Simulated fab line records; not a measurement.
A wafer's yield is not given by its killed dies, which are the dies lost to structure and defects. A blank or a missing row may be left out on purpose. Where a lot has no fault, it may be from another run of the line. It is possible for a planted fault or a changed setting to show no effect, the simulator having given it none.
fab line records | flow berkeley-cmos170
record lots=5 | wafers=23
route steps=331 shown M3@322
start-h: the number of hours between the record's first day and the start of the first shown wafer of the lot | wait-h: hours since the lot's step before | " identical to the entry in the row above | L1.1+2: a single row standing in for several wafers | - no value present, or no start provided | * or withheld: withheld | < > ~ a bound
route shown NAME@n: NAME is a module with steps in the file, n the number in the route of the first one | usual: average and standard deviation across the fault-free wafers | same: alike in all rows | chamber/n: place in a boat | sites: each site's reading | _std_site: standard deviation across them | _edge_site: inner sites' mean taken away from outer sites' mean | radius-mm: for every site, how far away it sits from the centre of the wafer | mask NAME#n: copy n | behind: the most recent tool/chamber to have shaped the wafer | hold: reason for holding the lot/hours on hold/outcome of the hold | device: whichever transistor did not switch (one of n, p or np) | end of line: the route-end tests of the same wafers | step lacking rows: just its recipe | killed: dies that structure and defects cost at the first sort, which is not the same as the wafer's yield | map: shows each die of a wafer: x if killed, . if not, _ if none is there
set.NAME: setting as actually run; set.NAME@STEP: the setting as run at that earlier step | model.NAME: the simulator's own value behind a step, which no gauge read
lots run with intentionally changed settings; tables by step, rows by wafer
## steps
# step UCB170_M3_PEB_13
# recipe peb-temp-c=130 | peb-time-s=withheld | resist=KrF
lot.wafer  | tool           | chamber | start-h | wait-h | set.peb-temp-c
L075.1+4+5 | litho-track-01 | 0       | 168.49  | 0.9    | 127.2
L075.2+6   | "              | 0       | "       | "      | 130
L076.1+2+6 | litho-track-03 | 0       | 172.64  | 0.1    | 130
L076.3+4   | "              | 0       | "       | "      | 133.5
L082.1+5   | litho-track-04 | 0       | 195.66  | 0.7    | 127.5
L082.3+4+6 | "              | 0       | "       | "      | 130
L085.1+2+4 | litho-track-03 | 0       | 201.33  | 0.1    | 130
L080.1+6   | litho-track-01 | 0       | 204.33  | 0.1    | 130
L080.2+3+4 | "              | 0       | "       | "      | 133.5
# step UCB170_M3_DEVELOP_14
# recipe developer=TMAH | develop-time-s=45 | resist=KrF | dev-temp-c=21
# step UCB170_M3_CD_MEAS_15
# recipe target-cd-nm=700
# usual cd-nm=699.9/1.2
lot.wafer | tool      | chamber | start-h | wait-h | set.peb-temp-c@M3_PEB_13 | cd-nm
L075.1    | cd-sem-02 | -       | 168.76  | -      | 127.2                    | 722.5
L075.2    | "         | -       | "       | "      | 130                      | 700.0
L075.4    | "         | -       | "       | "      | 127.2                    | 719.8
L075.5    | "         | -       | "       | "      | 127.2                    | 721.7
L075.6    | "         | -       | "       | "      | 130                      | 699.7
L076.1    | cd-sem-02 | -       | 172.92  | -      | 130                      | 699.9
L076.2    | "         | -       | "       | "      | 130                      | 699.4
L076.3    | "         | -       | "       | "      | 133.5                    | 679.5
L076.4    | "         | -       | "       | "      | 133.5                    | 679.1
L076.6    | "         | -       | "       | "      | 130                      | 699.8
L082.1    | cd-sem-01 | -       | 195.93  | -      | 127.5                    | 719.6
L082.3    | "         | -       | "       | "      | 130                      | 700.7
L082.4    | "         | -       | "       | "      | 130                      | 702.3
L082.5    | "         | -       | "       | "      | 127.5                    | 719.2
L082.6    | "         | -       | "       | "      | 130                      | 700.8
L085.1    | cd-sem-01 | -       | 201.60  | -      | 130                      | 700.0
L085.2    | "         | -       | "       | "      | 130                      | 699.9
L085.4    | "         | -       | "       | "      | 130                      | 699.0
L080.1    | cd-sem-02 | -       | 204.60  | -      | 130                      | 700.8
L080.2    | "         | -       | "       | "      | 133.5                    | 681.4
L080.3    | "         | -       | "       | "      | 133.5                    | 680.1
L080.4    | "         | -       | "       | "      | 133.5                    | 682.7
L080.6    | "         | -       | "       | "      | 130                      | 701.2
# step UCB170_M3_ETCH_17
# recipe chemistry=N2/H2 | target-depth-a=withheld | overetch-a=withheld | target=BARC | time-s=withheld | source-w=500 | bias-w=100 | pressure-mtorr=30 | n2-flow-sccm=100 | h2-flow-sccm=200
lot.wafer | tool        | chamber | start-h | wait-h | set.peb-temp-c@M3_PEB_13 | model.M3.cd-nm
L075.1    | rie-diel-02 | 3       | 168.92  | 0.0    | 127.2                    | 721.5
L075.2    | "           | 2       | "       | "      | 130                      | 698.9
L075.4    | "           | 0       | "       | "      | 127.2                    | 718.6
L075.5    | "           | 3       | "       | "      | 127.2                    | 720.4
L075.6    | "           | 0       | "       | "      | 130                      | 697.7
L076.1    | rie-diel-02 | 0       | 173.07  | 0.0    | 130                      | 698.3
L076.2    | "           | 3       | "       | "      | 130                      | 698.6
L076.3    | "           | 2       | "       | "      | 133.5                    | 678.4
L076.4    | "           | 1       | "       | "      | 133.5                    | 677.7
L076.6    | "           | 1       | "       | "      | 130                      | 698.1
L082.1    | rie-diel-02 | 0       | 196.09  | 0.0    | 127.5                    | 718.8
L082.3    | "           | 1       | "       | "      | 130                      | 700.1
L082.4    | "           | 2       | "       | "      | 130                      | 701.3
L082.5    | "           | 2       | "       | "      | 127.5                    | 719.4
L082.6    | "           | 3       | "       | "      | 130                      | 700.2
L085.1    | rie-diel-01 | 3       | 201.76  | 0.0    | 130                      | 699.3
L085.2    | "           | 2       | "       | "      | 130                      | 700.4
L085.4    | "           | 1       | "       | "      | 130                      | 700.1
L080.1    | rie-diel-02 | 3       | 204.76  | 0.0    | 130                      | 700.4
L080.2    | "           | 1       | "       | "      | 133.5                    | 680.1
L080.3    | "           | 0       | "       | "      | 133.5                    | 679.8
L080.4    | "           | 0       | "       | "      | 133.5                    | 682.1
L080.6    | "           | 3       | "       | "      | 130                      | 700.6
# step UCB170_M3_METAL_ETCH_18
# recipe chemistry=Cl2/BCl3 | target=Al | stop-on=SiO2 | pressure-mtorr=12 | target-depth-a=11700 | over-etch-frac=0.3 | time-s=195 | icp-w=600 | bias-w=120 | Cl2_flow_sccm=90 | bcl3-flow-sccm=45
# usual oes-product-au=0.852/0.01
lot.wafer | tool         | chamber | start-h | wait-h | set.time-s@M3_SPUTTER_01 | set.peb-temp-c@M3_PEB_13 | oes-product-au | model.M3.cd-nm
L075.1    | rie-metal-03 | 1       | 168.96  | -      | 120                      | 127.2                    | 0.857          | 716.4
L075.2    | "            | 0       | "       | "      | 120                      | 130                      | 0.873          | 698.5
L075.4    | "            | 1       | "       | "      | 106                      | 127.2                    | 0.801          | 713.4
L075.5    | "            | 1       | "       | "      | 106                      | 127.2                    | 0.810          | 710.7
L075.6    | "            | 0       | "       | "      | 120                      | 130                      | 0.858          | 697
L076.1    | rie-metal-01 | 0       | 173.12  | -      | 120                      | 130                      | 0.858          | 697.3
L076.2    | "            | 1       | "       | "      | 104.2                    | 130                      | 0.773          | 699.9
L076.3    | "            | 1       | "       | "      | 120                      | 133.5                    | 0.839          | 677.7
L076.4    | "            | 0       | "       | "      | 104.2                    | 133.5                    | 0.799          | 676.1
L076.6    | "            | 0       | "       | "      | 120                      | 130                      | 0.866          | 696.6
L082.1    | rie-metal-03 | 0       | 196.13  | -      | 120                      | 127.5                    | 0.849          | 721.5
L082.3    | "            | 0       | "       | "      | 120                      | 130                      | 0.850          | 699.3
L082.4    | "            | 0       | "       | "      | 120                      | 130                      | 0.851          | 701.4
L082.5    | "            | 0       | "       | "      | 120                      | 127.5                    | 0.844          | 720.8
L082.6    | "            | 0       | "       | "      | 120                      | 130                      | 0.868          | 699.5
L085.1    | rie-metal-01 | 0       | 201.80  | -      | 120                      | 130                      | 0.859          | 702.3
L085.2    | "            | 1       | "       | "      | 120                      | 130                      | 0.837          | 702.9
L085.4    | "            | 1       | "       | "      | 120                      | 130                      | 0.846          | 698.2
L080.1    | rie-metal-04 | 1       | 204.80  | -      | 120                      | 130                      | 0.856          | 703.3
L080.2    | "            | 1       | "       | "      | 120                      | 133.5                    | 0.866          | 683.4
L080.3    | "            | 1       | "       | "      | 120                      | 133.5                    | 0.861          | 682.6
L080.4    | "            | 1       | "       | "      | 120                      | 133.5                    | 0.865          | 686
L080.6    | "            | 1       | "       | "      | 120                      | 130                      | 0.869          | 702.5
# step UCB170_M3_STRIP_19
# recipe chemistry=O2 | power-w=400 | pressure-mtorr=3500 | platen-temp-c=withheld | o2-flow-sccm=400 | overash-fraction=0.5
# step UCB170_M3_CD_MEAS_90
# recipe target-cd-nm=700
# usual cd-nm=699/3.8
lot.wafer | tool      | chamber | start-h | wait-h | set.peb-temp-c@M3_PEB_13 | cd-nm
L075.1    | cd-sem-01 | -       | 169.25  | 0.1    | 127.2                    | 717
L075.2    | "         | -       | "       | "      | 130                      | 699
L075.4    | "         | -       | "       | "      | 127.2                    | 713
L075.5    | "         | -       | "       | "      | 127.2                    | 711
L075.6    | "         | -       | "       | "      | 130                      | 697
L076.1    | cd-sem-01 | -       | 173.40  | 0.1    | 130                      | 697
L076.2    | "         | -       | "       | "      | 130                      | 700
L076.3    | "         | -       | "       | "      | 133.5                    | 678
L076.4    | "         | -       | "       | "      | 133.5                    | 676
L076.6    | "         | -       | "       | "      | 130                      | 697
L082.1    | cd-sem-02 | -       | 196.61  | 0.1    | 127.5                    | 722
L082.3    | "         | -       | "       | "      | 130                      | 699
L082.4    | "         | -       | "       | "      | 130                      | 702
L082.5    | "         | -       | "       | "      | 127.5                    | 721
L082.6    | "         | -       | "       | "      | 130                      | 700
L085.1    | cd-sem-01 | -       | 202.09  | 0.1    | 130                      | 702
L085.2    | "         | -       | "       | "      | 130                      | 703
L085.4    | "         | -       | "       | "      | 130                      | 698
L080.1    | cd-sem-02 | -       | 205.28  | 0.1    | 130                      | 704
L080.2    | "         | -       | "       | "      | 133.5                    | 684
L080.3    | "         | -       | "       | "      | 133.5                    | 683
L080.4    | "         | -       | "       | "      | 133.5                    | 686
L080.6    | "         | -       | "       | "      | 130                      | 703
## key
split step=UCB170_M3_PEB_13 | setting=peb-temp-c | stated=130 | by=wafer
response step=UCB170_M3_CD_MEAS_15 | reading=cd-nm | change=-8.28 | per=1% | r=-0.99
response step=UCB170_M3_ETCH_17 | reading=model.M3.cd-nm | change=-8.35 | per=1% | r=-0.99
response step=UCB170_M3_METAL_ETCH_18 | reading=model.M3.cd-nm | change=-7.96 | per=1% | r=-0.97
response step=UCB170_M3_CD_MEAS_90 | reading=cd-nm | change=-7.96 | per=1% | r=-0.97
split outside-this-file step=UCB170_M3_SPUTTER_01 setting=time-s
# split outside-this-file: this setting was split too, and the file shows its column; the key of that split is in another file
